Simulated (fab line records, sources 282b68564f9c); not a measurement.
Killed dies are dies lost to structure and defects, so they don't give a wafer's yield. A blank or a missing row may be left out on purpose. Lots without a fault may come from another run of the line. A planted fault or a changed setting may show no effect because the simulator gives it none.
A struck lot beside a sound one | flow rit_cmos | 16 steps out of a route of 202
Sound: wafers L434.1, L434.2, L434.3. Struck: wafers L444.1, L444.3, L444.4. The cause comes at the end.
At each step with rows: each side's tool, then ch and its chambers, then its first start. Under that, the readings that differ: sound wafers | struck wafers | difference of the means | sigmas: that difference in standard deviations of wafers without a fault.
alike: readings whose means differ by less than 2 such deviations, and words and numbers that are the same on both sides. not compared: withheld readings, readings that some wafer has no value for, bounds like >300 that may hide the same value, and numbers for which the record gives no deviation and whose values overlap.
The two part at a step that has a row with sigmas, a row that says differs or no value, or rows on one side only. Numbers that don't overlap but have no deviation are shown without sigmas and don't part them. A reading that every wafer of one side lacks parts them only if that side has two wafers or more.

RIT_CONTACT_STRIP_12: strips in O2, time 180 s.
  sound on plasma_asher-01 ch 0,1, day 3 05:45; struck on plasma_asher-02 ch 0,1, day 5 13:10
  alike: drypump_motor_current_A
  not compared: rf_hours_counter_h
RIT_CONTACT_CD_MEAS_90: target cd 1000 nm.
  sound on cd_sem-01, day 3 05:55; struck on cd_sem-01, day 5 13:20
  alike: cd_nm
then, 2 steps without rows for these wafers: RIT_CONTACT_CLEAN_13 (cleans in SC1, time 600 s); RIT_CONTACT_CLEAN_14 (cleans in SC2, time 600 s).
RIT_M1_SPUTTER_00: material Al, target thk 400 nm, time 500 s.
  sound on pvd_sputter-03, day 3 06:25; struck on pvd_sputter-04, day 5 13:48
  alike: cathode_dc_power_W, throttle_valve_pct
RIT_M1_RS_MEAS_01: measures by four-point-probe.
  sound on film_metro-03, day 3 06:42; struck on film_metro-02, day 5 14:07
  alike: M1_AL_RS
RIT_M1_THK_MEAS_02: measures by xrf.
  sound on film_metro-03, day 3 06:49; struck on film_metro-02, day 5 14:14
  alike: M1_AL_THK
then, 5 steps without rows for these wafers: RIT_M1_HMDS_03 (prime time 60 s); RIT_M1_COAT_04 (resist thk 1300 nm); RIT_M1_SOFTBAKE_05 (time 60 s); RIT_M1_EXPOSE_06 (exposes mask M12, target cd 2600 nm); RIT_M1_PEB_07.
RIT_M1_DEVELOP_08: develop time 68 s.
  sound on litho_track-03 ch 0, day 3 07:00; struck on litho_track-03 ch 0, day 5 15:00
RIT_M1_CD_MEAS_09: target cd 2600 nm.
  sound on cd_sem-02, day 3 07:46; struck on cd_sem-01, day 5 15:28
  reading    | sound                | struck               | difference | sigmas
  cd_nm (nm) | 2603.0 2600.9 2605.5 | 2591.2 2592.1 2593.6 | -10.8      | -5
  not compared: hold
RIT_M1_OVL_MEAS_10:
  sound on overlay-01, day 3 07:53; struck on overlay-01, day 5 17:21
  reading | sound | struck                                                                     | difference                   | sigmas
  hold    | - - - | await_dispo/1.8h/release await_dispo/1.8h/release await_dispo/1.8h/release | no value on the sound wafers |
  alike: M1_OVL
RIT_M1_PROBE_99:
  sound on prober-01, day 3 10:25; struck on prober-01, day 5 19:53
  reading            | sound | struck | difference | sigmas
  killed_at_M0_to_M3 | 0 0 0 | 1 0 0  | +0         | +2
  alike: killed_at_contacts, killed_at_front_end, killed_dies, killed_on_rim, killed_open, killed_short

WHERE THEY PART
First at RIT_M1_CD_MEAS_09; last, within this record, at RIT_M1_PROBE_99.

WHY: what the simulator had put in
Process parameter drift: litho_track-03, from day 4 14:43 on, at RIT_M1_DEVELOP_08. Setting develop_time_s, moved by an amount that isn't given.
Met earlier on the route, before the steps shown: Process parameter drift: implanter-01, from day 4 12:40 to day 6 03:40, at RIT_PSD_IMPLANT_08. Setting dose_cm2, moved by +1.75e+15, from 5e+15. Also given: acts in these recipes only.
